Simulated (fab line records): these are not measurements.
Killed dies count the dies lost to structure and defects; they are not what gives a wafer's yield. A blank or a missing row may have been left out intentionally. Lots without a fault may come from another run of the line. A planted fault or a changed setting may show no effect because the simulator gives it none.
Split-lot trial / flow berkeley cmos170 / route with 331 steps; 5 lots, 23 wafers read

== SPLIT DETAILS ==
At UCB170_M2_SPUTTER_01 (material Al, target thk 900 nm, time 120 s), the setting power w was moved away from the recipe's 6000 W on 9 of the 23 wafers read, by -10.9% to +3.9%. For the rest of the wafers, this setting stayed at what the recipe calls for.

== BETWEEN THE SPLIT AND THE READING: the file shows 1 step in between ==
- UCB170_M2_RS_MEAS_02: measures by four-point-probe

== THE READING ==
M2_AL_THK, in nm, at UCB170_M2_THK_MEAS_03 (measures by xrf). Typical for fault-free wafers on this fab line: 923 nm, with standard deviation 12 nm.

wafer=L077.2; tool, chamber at the split=pvd sputter-01, -; power w as run, W=6234; against the recipe=+3.9%; M2_AL_THK, nm=958; against lot-mates on the recipe=+52
wafer=L077.3; tool, chamber at the split=pvd sputter-01, -; power w as run, W=6000; against the recipe=recipe; M2_AL_THK, nm=910; against lot-mates on the recipe=-
wafer=L077.4; tool, chamber at the split=pvd sputter-01, -; power w as run, W=6234; against the recipe=+3.9%; M2_AL_THK, nm=956; against lot-mates on the recipe=+50
wafer=L077.5; tool, chamber at the split=pvd sputter-01, -; power w as run, W=6000; against the recipe=recipe; M2_AL_THK, nm=896; against lot-mates on the recipe=-
wafer=L077.6; tool, chamber at the split=pvd sputter-01, -; power w as run, W=6000; against the recipe=recipe; M2_AL_THK, nm=911; against lot-mates on the recipe=-
wafer=L080.1; tool, chamber at the split=pvd sputter-04, -; power w as run, W=6000; against the recipe=recipe; M2_AL_THK, nm=920; against lot-mates on the recipe=-
wafer=L080.3; tool, chamber at the split=pvd sputter-04, -; power w as run, W=5424; against the recipe=-9.6%; M2_AL_THK, nm=843; against lot-mates on the recipe=-81
wafer=L080.4; tool, chamber at the split=pvd sputter-04, -; power w as run, W=5424; against the recipe=-9.6%; M2_AL_THK, nm=837; against lot-mates on the recipe=-87
wafer=L080.5; tool, chamber at the split=pvd sputter-04, -; power w as run, W=6000; against the recipe=recipe; M2_AL_THK, nm=917; against lot-mates on the recipe=-
wafer=L080.6; tool, chamber at the split=pvd sputter-04, -; power w as run, W=6000; against the recipe=recipe; M2_AL_THK, nm=935; against lot-mates on the recipe=-
wafer=L081.1; tool, chamber at the split=pvd sputter-03, -; power w as run, W=5348; against the recipe=-10.9%; M2_AL_THK, nm=823; against lot-mates on the recipe=-85
wafer=L081.2; tool, chamber at the split=pvd sputter-03, -; power w as run, W=6000; against the recipe=recipe; M2_AL_THK, nm=909; against lot-mates on the recipe=-
wafer=L081.3; tool, chamber at the split=pvd sputter-03, -; power w as run, W=5348; against the recipe=-10.9%; M2_AL_THK, nm=820; against lot-mates on the recipe=-88
wafer=L081.4; tool, chamber at the split=pvd sputter-03, -; power w as run, W=5348; against the recipe=-10.9%; M2_AL_THK, nm=815; against lot-mates on the recipe=-93
wafer=L081.5; tool, chamber at the split=pvd sputter-03, -; power w as run, W=6000; against the recipe=recipe; M2_AL_THK, nm=907; against lot-mates on the recipe=-
wafer=L082.1; tool, chamber at the split=pvd sputter-03, -; power w as run, W=6000; against the recipe=recipe; M2_AL_THK, nm=921; against lot-mates on the recipe=-
wafer=L082.2; tool, chamber at the split=pvd sputter-03, -; power w as run, W=6000; against the recipe=recipe; M2_AL_THK, nm=929; against lot-mates on the recipe=-
wafer=L082.4; tool, chamber at the split=pvd sputter-03, -; power w as run, W=6000; against the recipe=recipe; M2_AL_THK, nm=915; against lot-mates on the recipe=-
wafer=L083.1; tool, chamber at the split=pvd sputter-03, -; power w as run, W=6000; against the recipe=recipe; M2_AL_THK, nm=961; against lot-mates on the recipe=-
wafer=L083.2; tool, chamber at the split=pvd sputter-03, -; power w as run, W=6000; against the recipe=recipe; M2_AL_THK, nm=933; against lot-mates on the recipe=-
wafer=L083.3; tool, chamber at the split=pvd sputter-03, -; power w as run, W=6000; against the recipe=recipe; M2_AL_THK, nm=934; against lot-mates on the recipe=-
wafer=L083.5; tool, chamber at the split=pvd sputter-03, -; power w as run, W=5742; against the recipe=-4.3%; M2_AL_THK, nm=894; against lot-mates on the recipe=-49
wafer=L083.6; tool, chamber at the split=pvd sputter-03, -; power w as run, W=5742; against the recipe=-4.3%; M2_AL_THK, nm=913; against lot-mates on the recipe=-30

FIT RESULTS
A straight line over all 23 wafers: M2_AL_THK changes by +8.91 nm for each +1% of power w; r = +0.95; the points scatter about the line by 15 nm.
The same after taking each lot's own level away (the mean of its wafers on the recipe; 23 wafers): +8.86 nm for each +1%; r = +0.98; scatter 9.2 nm.
On that fit, the largest move of power w shifts the reading by 96 nm.
The span of the lots' own levels, 905.7 to 942.7 nm, comes to 3.1 times the standard deviation stated above.
So the lot-to-lot level changes the slope little: the two slopes agree.
Check: for one of the wafers moved furthest among these (-10.9%), held out of the fit, the line's prediction against its lot-mates is -96 nm. It came out at -85 nm against them.

== THE OTHER SPLITS THESE WAFERS WENT THROUGH ==
These wafers also went through other splits before the reading. Each is held against what the fit with the lots' levels taken away leaves over:
other split on the same wafers=UCB170_SILICIDE_SPUTTER_01 time s; wafers away from the commonest value=10; r with M2_AL_THK (lot level and that fit taken away)=+0.37
other split on the same wafers=UCB170_CONTACT_COAT_10 resist thk nm; wafers away from the commonest value=7; r with M2_AL_THK (lot level and that fit taken away)=-0.15
other split on the same wafers=UCB170_V1_EXPOSE_09 dose mj; wafers away from the commonest value=7; r with M2_AL_THK (lot level and that fit taken away)=+0.04

== THE WHOLE CHAIN: every reading that the file lists as answering this split, in the file's order ==
step=UCB170_M2_SPUTTER_01; what it does=material Al, target thk 900 nm, time 120 s; reading=Al_of_M2_SPUTTER_01.thk nm (the simulator's own value, which no gauge read); change (the file's fit)=+8.59 nm for each +1% of the setting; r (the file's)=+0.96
step=UCB170_M2_RS_MEAS_02; what it does=measures by four-point-probe; reading=M2_AL_RS; change (the file's fit)=-0.000338 for each +1% of the setting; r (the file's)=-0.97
step=UCB170_M2_THK_MEAS_03; what it does=measures by xrf; reading=M2_AL_THK; change (the file's fit)=+8.77 for each +1% of the setting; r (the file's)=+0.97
step=UCB170_M2_METAL_ETCH_18; what it does=etches Al in Cl2/BCl3, stops on SiO2, target depth 1170 nm, time 195 s; reading=M2.feature depth nm (the simulator's own value, which no gauge read); change (the file's fit)=+10.8 nm for each +1% of the setting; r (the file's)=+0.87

== THE FILE'S OWN FIT ==
M2_AL_THK changes by +8.77 nm for each +1% of power w, r = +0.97.
